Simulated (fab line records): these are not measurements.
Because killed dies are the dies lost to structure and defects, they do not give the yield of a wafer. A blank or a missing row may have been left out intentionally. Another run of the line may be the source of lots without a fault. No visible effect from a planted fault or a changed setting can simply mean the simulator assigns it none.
Which tool was responsible? ; flow berkeley cmos170 ; 7 lots, 21 wafers sampled, at 1 step of a route of 331

WHAT THE GAUGES SHOWED, per wafer
UCB170_START_THK_MEAS_03.
lot;measured;on;START_OXIDE_THK (nm)
L105;day 1 19:56;film metro-04;20.3 20.0 20.0
L107;day 2 05:16;film metro-04;20.5 20.6 20.4
L109;day 2 17:43;film metro-04;19.7 20.0 19.4
L113;day 3 10:39;film metro-02;20.6 20.6 20.2
L118;day 4 12:19;film metro-03;20.0 20.0 20.0
L123;day 5 13:04;film metro-04;20.1 19.8 20.2
L127;day 6 09:46;film metro-04;20.2 19.9 19.4

WHICH TOOL RAN EACH LOT (tool, then ch and the chambers of the sampled wafers, then the start)
No process step before these readings appears in the record.

THE ANSWER, worked out from the rows above alone
Rule: usual is defined by the lots themselves. The widest of any qualifying gaps counts: lots, ordered by their means at a reading, are off when they make up no more than a third of the lots, leave a main group of 4 or more, and stand apart from it by 3 or more times the standard deviation of that group's means. A main group whose means are all the same, to the digits that the tables above print for the reading, isn't used. Also off: a lot with no number at a reading for which 4 or more lots have one. The other lots that the step has rows for count as sound.
Across all readings shown, no lot is off: no conclusion can be drawn from this.

WHAT THE SIMULATOR HAD INSERTED
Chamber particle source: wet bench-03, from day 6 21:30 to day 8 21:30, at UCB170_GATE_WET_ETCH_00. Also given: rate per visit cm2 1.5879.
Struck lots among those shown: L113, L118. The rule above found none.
